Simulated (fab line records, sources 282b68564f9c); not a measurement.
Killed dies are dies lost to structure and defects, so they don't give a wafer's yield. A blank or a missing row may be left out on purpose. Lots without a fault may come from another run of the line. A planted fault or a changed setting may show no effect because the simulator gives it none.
A struck lot beside a sound one | flow rit_cmos | 43 steps out of a route of 202
Sound: wafers L238.1, L238.4, L238.6. Struck: wafers L245.1, L245.3, L245.5. The cause comes at the end.
At each step with rows: each side's tool, then ch and its chambers, then its first start. Under that, the readings that differ: sound wafers | struck wafers | difference of the means | sigmas: that difference in standard deviations of wafers without a fault.
alike: readings whose means differ by less than 2 such deviations, and words and numbers that are the same on both sides. not compared: withheld readings, readings that some wafer has no value for, bounds like >300 that may hide the same value, and numbers for which the record gives no deviation and whose values overlap.
The two part at a step that has a row with sigmas, a row that says differs or no value, or rows on one side only. Numbers that don't overlap but have no deviation are shown without sigmas and don't part them. A reading that every wafer of one side lacks parts them only if that side has two wafers or more.

first, 2 steps without rows for these wafers: RIT_NLDD_HARDBAKE_07 (time 60 s); RIT_NLDD_IMPLANT_08.
RIT_NLDD_STRIP_09: strips in O2, time 180 s.
  sound on plasma_asher-01 ch 0,1, day 5 15:44; struck on plasma_asher-03 ch 0,1, day 7 03:27
  alike: drypump_motor_current_A
  not compared: rf_hours_counter_h
RIT_NLDD_TW_MEAS_10:
  sound on film_metro-04, day 5 15:54; struck on film_metro-04, day 7 03:37
  alike: NLDD_TW
then, 6 steps without rows for these wafers: RIT_PLDD_HMDS_00 (prime time 60 s); RIT_PLDD_COAT_01 (resist thk 1000 nm); RIT_PLDD_SOFTBAKE_02 (time 60 s); RIT_PLDD_EXPOSE_03 (exposes mask M8, target cd 40900 nm); RIT_PLDD_PEB_04; RIT_PLDD_DEVELOP_05 (develop time 50 s).
RIT_PLDD_OVL_MEAS_06:
  sound on overlay-01, day 5 16:49; struck on overlay-02, day 7 04:32
  alike: PLDD_OVL
then, 1 step without rows for these wafers: RIT_PLDD_HARDBAKE_07 (time 60 s).
RIT_PLDD_IMPLANT_08:
  sound on implanter-01 ch 0, day 5 17:00; struck on implanter-02 ch 0, day 7 04:43
  reading                          | sound                         | struck                       | difference | sigmas
  dose_ions_cm2                    | 9.006e+14 9.024e+14 9.003e+14 | 4.066e+14 4.07e+14 4.074e+14 | -4.941e+14 | -99 or more
  end_station_pressure_torr (Torr) | 7.5e-06 7.4e-06 7.4e-06       | 6.1e-06 6.4e-06 6.1e-06      | -1.2e-06   | -4
  faraday_current_uA               | 2816 2819 2773                | 1254 1264 1284               | -1535      | -27
  alike: beam_energy_keV, beam_on_s
RIT_PLDD_STRIP_09: strips in O2, time 180 s.
  sound on plasma_asher-01 ch 1, day 5 17:09; struck on plasma_asher-04 ch 0,1, day 7 04:52
  alike: drypump_motor_current_A
  not compared: rf_hours_counter_h
RIT_PLDD_TW_MEAS_10:
  sound on film_metro-03, day 5 17:19; struck on film_metro-04, day 7 05:16
  reading | sound          | struck         | difference | sigmas
  PLDD_TW | 2382 2383 2394 | 1934 1939 1932 | -451       | -35
  not compared: hold
then, 3 steps without rows for these wafers: RIT_SPACER_CLEAN_01 (cleans in dHF, time 29.24 s); RIT_SPACER_CLEAN_02 (cleans in SC2, time 600 s); RIT_SPACER_CVD_03 (deposits Si3N4 from SiH2Cl2/NH3, target thk 250 nm, time 3300 s).
RIT_SPACER_THK_MEAS_04:
  sound on film_metro-03, day 5 19:40; struck on film_metro-01, day 7 10:46
  reading                 | sound             | struck            | difference | sigmas
  SPACER_NITRIDE_THK (nm) | 244.5 248.0 248.1 | 252.1 250.8 251.8 | +4.7       | +2
RIT_SPACER_ETCHBACK_05: etches Si3N4 in SF6/CHF3, stops on SiO2, target depth 250 nm, time 240 s.
  sound on rie_diel-01 ch 0,1,3, day 5 19:44; struck on rie_diel-02 ch 2,3, day 7 10:50
  alike: drypump_motor_current_A, oes_product_au, throttle_valve_pct
  not compared: rf_hours_counter_h
then, 6 steps without rows for these wafers: RIT_NSD_HMDS_00 (prime time 60 s); RIT_NSD_COAT_01 (resist thk 1000 nm); RIT_NSD_SOFTBAKE_02 (time 60 s); RIT_NSD_EXPOSE_03 (exposes mask M9, target cd 40700 nm); RIT_NSD_PEB_04; RIT_NSD_DEVELOP_05 (develop time 50 s).
RIT_NSD_OVL_MEAS_06:
  sound on overlay-02, day 5 20:44; struck on overlay-02, day 7 12:01
  alike: NSD_OVL
then, 2 steps without rows for these wafers: RIT_NSD_HARDBAKE_07 (time 60 s); RIT_NSD_IMPLANT_08.
RIT_NSD_STRIP_09: strips in O2, time 180 s.
  sound on plasma_asher-04 ch 0,1, day 5 21:04; struck on plasma_asher-03 ch 0,1, day 7 12:25
  alike: drypump_motor_current_A
  not compared: rf_hours_counter_h
RIT_NSD_TW_MEAS_10:
  sound on film_metro-03, day 5 21:14; struck on film_metro-02, day 7 12:35
  alike: NSD_TW
then, 6 steps without rows for these wafers: RIT_PSD_HMDS_00 (prime time 60 s); RIT_PSD_COAT_01 (resist thk 1000 nm); RIT_PSD_SOFTBAKE_02 (time 60 s); RIT_PSD_EXPOSE_03 (exposes mask M10, target cd 40900 nm); RIT_PSD_PEB_04; RIT_PSD_DEVELOP_05 (develop time 50 s).
RIT_PSD_OVL_MEAS_06:
  sound on overlay-02, day 5 22:09; struck on overlay-01, day 7 13:44
  alike: PSD_OVL
then, 2 steps without rows for these wafers: RIT_PSD_HARDBAKE_07 (time 60 s); RIT_PSD_IMPLANT_08.
RIT_PSD_STRIP_09: strips in O2, time 180 s.
  sound on plasma_asher-01 ch 0,1, day 5 22:29; struck on plasma_asher-02 ch 0, day 7 14:08
  alike: drypump_motor_current_A
  not compared: rf_hours_counter_h
RIT_SDANNEAL_RS_MEAS_06: measures by four-point-probe.
  sound on film_metro-03, day 5 23:24; struck on film_metro-03, day 7 15:27
  reading          | sound             | struck            | difference | sigmas
  PLDD_RS (ohm/sq) | 178.7 179.1 178.6 | 303.2 301.6 302.3 | +123.6     | +99 or more
  not compared: hold
then, 1 step without rows for these wafers: RIT_M1_PROBE_99.

WHERE THEY PART
First at RIT_PLDD_IMPLANT_08; last, within this record, at RIT_SDANNEAL_RS_MEAS_06.

WHY: what the simulator had put in
Process parameter drift: implanter-02, from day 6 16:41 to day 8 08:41, at RIT_PLDD_IMPLANT_08. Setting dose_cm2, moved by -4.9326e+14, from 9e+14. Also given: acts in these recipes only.
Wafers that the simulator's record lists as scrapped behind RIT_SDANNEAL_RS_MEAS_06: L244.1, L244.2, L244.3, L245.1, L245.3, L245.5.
